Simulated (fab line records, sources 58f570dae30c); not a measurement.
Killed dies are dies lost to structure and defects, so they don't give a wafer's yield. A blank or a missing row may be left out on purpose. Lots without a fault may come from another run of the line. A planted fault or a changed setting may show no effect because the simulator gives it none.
A struck lot beside a sound one | flow berkeley_cmos170 | 17 steps out of a route of 331
Sound: wafers L308.4, L308.5, L308.6. Struck: wafers L325.2, L325.3, L325.5. The cause comes at the end.
At each step with rows: each side's tool, then ch and its chambers, then its first start. Under that, the readings that differ: sound wafers | struck wafers | difference of the means | sigmas: that difference in standard deviations of wafers without a fault.
alike: readings whose means differ by less than 2 such deviations, and words and numbers that are the same on both sides. not compared: withheld readings, readings that some wafer has no value for, bounds like >300 that may hide the same value, and numbers for which the record gives no deviation and whose values overlap.
The two part at a step that has a row with sigmas, a row that says differs or no value, or rows on one side only. Numbers that don't overlap but have no deviation are shown without sigmas and don't part them. A reading that every wafer of one side lacks parts them only if that side has two wafers or more.

UCB170_PWELL_THK_MEAS_03:
  sound on film_metro-04, day 3 00:03; struck on film_metro-01, day 6 19:14
  alike: PWELL_OXIDE_THK
then, 2 steps without rows for these wafers: UCB170_PWELL_ANNEAL_04 (time 900 s); UCB170_PWELL_CVD_05 (deposits Si3N4 from SiH2Cl2/NH3, target thk 220 nm, time 3300 s).
UCB170_PWELL_THK_MEAS_06:
  sound on film_metro-01, day 3 07:58; struck on film_metro-03, day 7 05:42
  alike: PWELL_NITRIDE_THK
then, 6 steps without rows for these wafers: UCB170_PWELL_HMDS_07 (prime time 60 s); UCB170_PWELL_COAT_08 (resist thk 900 nm); UCB170_PWELL_SOFTBAKE_09 (time 60 s); UCB170_PWELL_EXPOSE_10 (exposes mask PWELL, target cd 3000 nm); UCB170_PWELL_PEB_11; UCB170_PWELL_DEVELOP_12 (develop time 45 s).
UCB170_PWELL_OVL_MEAS_13:
  sound on overlay-02, day 3 09:29; struck on overlay-01, day 7 06:36
  reading        | sound       | struck | difference | sigmas
  PWELL_OVL (nm) | -16 -16 -10 | 3 3 3  | +17        | +3
UCB170_PWELL_ETCH_14: etches Si3N4 in CH3F/Ar/O2, stops on SiO2, target depth 242 nm, time 151 s.
  sound on rie_diel-02 ch 0,3, day 3 09:31; struck on rie_diel-01 ch 0,3, day 7 06:38
  reading             | sound             | struck            | difference | sigmas
  O2_flow_sccm (sccm) | 7.001 6.986 6.947 | 7.013 7.026 7.029 | +0.045     | +2
  rf_fwd_power_W (W)  | 446.6 446.1 445.8 | 447.6 451.4 448.9 | +3.1       | +2
  alike: drypump_motor_current_A, oes_product_au, throttle_valve_pct
  not compared: rf_hours_counter_h
UCB170_PWELL_IMPLANT_15:
  sound on implanter-03 ch 0, day 3 09:41; struck on implanter-03 ch 0, day 7 06:45
  reading            | sound                         | struck                  | difference | sigmas
  dose_ions_cm2      | 4.993e+12 4.999e+12 5.006e+12 | 4.97e+11 5e+11 5.03e+11 | -4.50e+12  | -99 or more
  faraday_current_uA | 15.26 15.67 16.18             | 1.59 1.63 1.64          | -14.08     | -47
UCB170_PWELL_STRIP_16: strips in O2.
  sound on plasma_asher-02 ch 0,1, day 3 09:47; struck on plasma_asher-03 ch 0,1, day 7 06:53
  alike: drypump_motor_current_A, oes_product_au, strip_time_to_endpoint_s
  not compared: rf_hours_counter_h
UCB170_PWELL_TW_MEAS_17:
  sound on film_metro-01, day 3 09:53; struck on film_metro-04, day 7 06:59
  reading  | sound       | struck      | difference | sigmas
  PWELL_TW | 375 377 373 | 195 195 198 | -179       | -50
then, 1 step without rows for these wafers: UCB170_PWELL_CLEAN_18 (cleans in SPM, time 600 s).
-- the record jumps here: 7 days lie between the struck wafers' starts before and after (it left off in module PWELL and takes up again in module M3, whose first step shown is number 331 of the route) --
UCB170_M3_PROBE_99:
  the record has rows for the struck wafers here (prober-02, day 14 01:31) and none for the sound ones

WHERE THEY PART
First at UCB170_PWELL_OVL_MEAS_13; last, within this record, at UCB170_M3_PROBE_99.

WHY: what the simulator had put in
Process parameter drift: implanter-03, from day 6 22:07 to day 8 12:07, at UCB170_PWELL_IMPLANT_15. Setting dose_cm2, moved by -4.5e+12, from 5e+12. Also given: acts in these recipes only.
